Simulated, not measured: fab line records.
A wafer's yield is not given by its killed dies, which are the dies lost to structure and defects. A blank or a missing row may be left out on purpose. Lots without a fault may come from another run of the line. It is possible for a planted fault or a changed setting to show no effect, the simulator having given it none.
fab line records | flow berkeleyCmos170
record lots=14 wafers=42 lastDay=11
route steps=331 shown PWELL@47 ACTIVE@75 PVT@122 NLDD@165
lots that met no fault: taken from a fault-free run of the same line
startH: the number of hours between the record's first day and the start of the first shown wafer of the lot | waitH: hours since the lot's step before | " same as the row above | L1.1+2: several wafers, shown together as one row | - no value, or no start was given | * or withheld: withheld | < > ~ a bound
route shown NAME@n: NAME is a module with steps in the file, n the number in the route of the first one | usual: the fault-free wafers' mean and standard deviation | same: alike in all rows | chamber/n: place in a boat | sites: per-site readings | _std_site: the values' standard deviation | _edge_site: mean of outer sites minus mean of inner sites | radiusMm: how far each site lies from the wafer's centre | mask NAME#n: copy n | behind: the most recent tool/chamber to have shaped the wafer | hold: why the lot went on hold/how many hours it stayed there/how the hold came to an end | device: names the non-switching transistor (n, p or np) | end of line: the tests these same wafers got at the end of their route | where a step has no rows: the recipe by itself | killed: count of dies lost to structure and defects at first sort (not the wafer's yield) | map: a wafer's dies, x killed, . not, _ none there
set.NAME: setting as actually run; set.NAME@STEP: the setting as run at that earlier step | model.NAME: the simulator's own value behind a step, which no gauge read
route steps across a sampled set of lots; one table per step, one row per wafer
services: a tool's chamber out of use, with start hour (startH, from the record's first day; less than 0 if before it), hours out, and reason
## steps
# step UCB170_PWELL_OVL_MEAS_13
# usual PWELL_OVL=-1/5.5
# columns lot.wafer tool chamber startH waitH PWELL_OVL[nm]
L902.2 overlay-02 - 58.77 - 4
L902.4 " - " " -1
L902.6 " - " " 7
L904.2 overlay-01 - 66.22 - -12
L904.3 " - " " -1
L904.6 " - " " -11
L903.1 overlay-02 - 66.32 - 7
L903.5 " - " " -1
L903.6 " - " " 6
L905.4 overlay-02 - 71.34 - 0
L905.5 " - " " 1
L905.6 " - " " 3
L907.2 overlay-02 - 77.67 - -1
L907.3 " - " " 0
L907.4 " - " " -3
L910.1 overlay-02 - 95.71 - 3
L910.3 " - " " 7
L910.4 " - " " 9
L911.2 overlay-01 - 95.99 - 7
L911.3 " - " " 1
L911.4 " - " " 2
L916.2 overlay-01 - 128.97 - -6
L916.4 " - " " -10
L916.6 " - " " -8
L915.2 overlay-01 - 129.24 - -3
L915.3 " - " " 4
L915.6 " - " " -2
L917.3 overlay-01 - 131.28 - -5
L917.5 " - " " -1
L917.6 " - " " -13
L920.3 overlay-01 - 145.53 - -2
L920.4 " - " " -5
L920.6 " - " " -11
L921.2 overlay-01 - 145.80 - 8
L921.4 " - " " -2
L921.6 " - " " -2
L922.1 overlay-02 - 147.85 - 0
L922.2 " - " " 0
L922.5 " - " " -2
L924.2 overlay-02 - 153.61 - -6
L924.3 " - " " 3
L924.5 " - " " -5
# step UCB170_ACTIVE_ETCH_15
# recipe chemistry=CH3F/Ar/O2 target=Si3N4 stopOn=SiO2 CH3F_flow_sccm=20 Ar_flow_sccm=50 O2_flow_sccm=7 pressureMtorr=50 rfW=450 targetDepthA=2420 overEtchFrac=0.1 timeS=151
# usual O2_flow_sccm=7.001/0.02 drypumpMotorCurrentA=5.7/0.34 oesProductAu=0.942/0.013 throttleValvePct=8.13/0.15
# columns lot.wafer tool chamber startH waitH O2_flow_sccm drypumpMotorCurrentA oesProductAu rfHoursCounterH throttleValvePct
L902.2 rieDiel-02 3 86.43 0.0 6.968 6.1 0.920 71 7.94
L902.4 " 1 " " 7.018 5.6 0.924 16 8.18
L902.6 " 0 " " 6.983 5.5 0.944 - 8.25
L903.1 rieDiel-03 3 97.06 0.0 7.003 5.4 0.948 34 8.33
L903.5 " 2 " " 6.999 5.7 0.947 - 8.00
L903.6 " 3 " " 6.965 5.4 0.957 - 8.33
L904.2 rieDiel-01 0 97.31 0.0 6.984 6.4 0.939 33 8.28
L904.3 " 3 " " 6.996 5.0 0.928 70 8.27
L904.6 " 1 " " 6.981 5.9 0.964 - 7.90
L905.4 rieDiel-03 3 107.22 0.0 6.980 5.4 0.952 35 8.32
L905.5 " 1 " " 7.036 5.4 0.942 - 8.00
L905.6 " 0 " " 7.013 6.0 0.932 - 8.18
L907.2 rieDiel-03 1 118.99 0.0 6.967 5.5 0.934 12 8.02
L907.3 " 3 " " 7.009 5.3 0.950 35 8.33
L907.4 " 2 " " 7.020 5.7 0.949 105 8.01
L910.1 rieDiel-03 2 123.87 0.0 7.022 5.7 0.939 105 8.00
L910.3 " 1 " " 6.994 5.4 0.936 12 8.00
L910.4 " 0 " " 6.994 6.0 0.921 132 8.16
L911.2 rieDiel-02 3 124.17 0.0 7.020 6.1 0.940 72 7.95
L911.3 " 1 " " 6.958 5.6 0.937 18 8.18
L911.4 " 2 " " 6.980 5.7 0.962 52 8.25
L916.2 rieDiel-02 1 154.21 0.0 6.988 5.6 0.926 20 8.18
L916.4 " 3 " " 7.006 6.1 0.931 74 7.94
L916.6 " 3 " " 7.047 6.1 0.931 - 7.94
L915.2 rieDiel-03 0 155.04 0.0 7.001 6.0 0.914 133 8.15
L915.3 " 3 " " 7.000 5.3 0.948 37 8.34
L915.6 " 0 " " 6.977 6.0 0.914 - 8.15
L917.3 rieDiel-01 1 155.31 0.0 6.993 5.9 0.956 81 7.89
L917.5 " 1 " " 6.999 5.9 0.949 - 7.89
L917.6 " 0 " " 7.004 6.4 0.936 - 8.29
L920.3 rieDiel-03 1 167.99 0.0 6.992 5.4 0.942 13 7.99
L920.4 " 3 " " 6.993 5.3 0.943 37 8.33
L920.6 " 2 " " 7.031 5.8 0.955 - 8.00
L921.2 rieDiel-03 2 173.42 0.0 6.993 5.7 0.948 107 8.01
L921.4 " 3 " " 6.985 5.3 0.949 37 8.32
L921.6 " 2 " " 6.999 5.7 0.954 - 7.99
L922.1 rieDiel-01 1 173.63 0.0 7.003 5.9 0.970 82 7.90
L922.2 " 3 " " 7.057 5.0 0.940 74 8.27
L922.5 " 0 " " 6.993 6.4 0.939 - 8.30
L924.2 rieDiel-02 2 182.95 0.0 7.012 5.7 0.963 55 8.28
L924.3 " 1 " " 6.999 5.6 0.930 21 8.20
L924.5 " 0 " " 6.993 5.5 0.945 - 8.24
# step UCB170_PVT_IMPLANT_07
# recipe species=P doseCm2=1.968e+12 energyKev=30 tiltDeg=7
# usual tiltDeg=6.999/0.019
# columns lot.wafer tool chamber startH waitH tiltDeg
L902.2 implanter-04 0 133.09 0.0 6.959
L902.4 " 0 " " 6.990
L902.6 " 0 " " 6.999
L903.1 implanter-04 0 133.48 0.0 7.027
L903.5 " 0 " " 7.028
L903.6 " 0 " " 7.022
L905.4 implanter-03 0 138.36 0.1 6.978
L905.5 " 0 " " 7.000
L905.6 " 0 " " 6.997
L904.2 implanter-04 0 138.43 0.0 6.991
L904.3 " 0 " " 7.000
L904.6 " 0 " " 7.002
L907.2 implanter-03 0 147.48 0.0 6.989
L907.3 " 0 " " 6.985
L907.4 " 0 " " 7.016
L910.1 implanter-04 0 153.09 0.0 6.987
L910.3 " 0 " " 7.014
L910.4 " 0 " " 7.013
L911.2 implanter-02 0 153.39 0.0 6.992
L911.3 " 0 " " 6.988
L911.4 " 0 " " 6.998
L916.2 implanter-04 0 187.16 0.0 5.596
L916.4 " 0 " " 5.599
L916.6 " 0 " " 5.598
L917.3 implanter-03 0 189.27 0.1 6.962
L917.5 " 0 " " 6.993
L917.6 " 0 " " 6.998
L915.2 implanter-04 0 189.33 0.0 5.555
L915.3 " 0 " " 5.563
L915.6 " 0 " " 5.569
L920.3 implanter-02 0 205.15 0.1 6.989
L920.4 " 0 " " 7.011
L920.6 " 0 " " 6.992
L922.1 implanter-02 0 209.67 0.0 6.980
L922.2 " 0 " " 6.965
L922.5 " 0 " " 7.010
L921.2 implanter-02 0 210.06 0.0 6.976
L921.4 " 0 " " 6.985
L921.6 " 0 " " 6.985
L924.2 implanter-02 0 218.46 0.0 6.993
L924.3 " 0 " " 7.000
L924.5 " 0 " " 6.991
# step UCB170_NLDD_OVL_MEAS_07
# usual NLDD_OVL=-2/6.5
# columns lot.wafer tool chamber startH waitH NLDD_OVL[nm]
L903.1 overlay-01 - 143.15 0.1 5
L903.5 " - " " 2
L903.6 " - " " -3
L902.2 overlay-02 - 143.37 0.1 3
L902.4 " - " " 9
L902.6 " - " " 10
L905.4 overlay-01 - 155.14 0.1 -8
L905.5 " - " " 1
L905.6 " - " " -7
L904.2 overlay-02 - 155.40 0.1 -11
L904.3 " - " " 4
L904.6 " - " " -13
L907.2 overlay-01 - 162.26 0.1 4
L907.3 " - " " -4
L907.4 " - " " 6
L910.1 overlay-02 - 169.85 0.1 -10
L910.3 " - " " -8
L910.4 " - " " 2
L911.2 overlay-02 - 170.13 0.1 -7
L911.3 " - " " -3
L911.4 " - " " -13
L916.2 overlay-01 - 205.75 0.1 1
L916.4 " - " " 5
L916.6 " - " " 0
L915.2 overlay-02 - 206.23 0.1 7
L915.3 " - " " 4
L915.6 " - " " 14
L917.3 overlay-02 - 206.48 0.1 2
L917.5 " - " " 5
L917.6 " - " " -9
L920.3 overlay-01 - 224.06 0.1 -2
L920.4 " - " " -11
L920.6 " - " " -13
L922.1 overlay-01 - 224.32 0.1 -1
L922.2 " - " " 3
L922.5 " - " " -5
L921.2 overlay-01 - 224.62 0.1 -15
L921.4 " - " " -7
L921.6 " - " " -4
L924.2 overlay-02 - 235.58 0.1 -4
L924.3 " - " " 7
L924.5 " - " " 2
## services
# columns tool chamber startH hours kind
rieDiel-03 3 66.19 9.5 repair
implanter-02 - 71.12 5.7 repair
implanter-04 - 78.33 1.7 repair
rieDiel-02 2 89.52 16.7 repair
implanter-04 - 96.98 3.1 repair
implanter-02 - 113.07 33.9 pm
implanter-03 - 120.22 17.2 repair
implanter-03 - 139.13 6.0 repair
rieDiel-03 1 142.86 4.7 repair
rieDiel-01 0 183.49 4.8 repair
rieDiel-01 2 190.53 1.8 repair
implanter-02 - 199.10 3.2 pm
implanter-03 - 206.74 25.7 pm
rieDiel-01 0 212.10 5.2 repair
## key
firstSign step=UCB170_PVT_IMPLANT_07 reading=tiltDeg direction=down sigmas=75 usual=6.999 struck=5.580
effect none on later readings
metAt UCB170_PVT_IMPLANT_07
struckLots L915,L916
testerLeftOut L915,L916
notActingAt UCB170_PWELL_OVL_MEAS_13,UCB170_ACTIVE_ETCH_15,UCB170_NLDD_OVL_MEAS_07
onsetBetween 153.09 187.16
fault kind=processParameterDrift tool=implanter-04 chamber=- onsetH=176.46 steps=UCB170_PVT_IMPLANT_07 channel=tiltDeg offset=-1.42 shape=step endH=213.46 actsIn=theseRecipesOnly stated=7
# testerLeftOut: of these lots the tester's yield and bins aren't shown, on N5 and GAA mostly nor the transistor test; their killed dies are dies lost to structure and defects alone, not to doping, threshold or leakage, so they don't give the yield
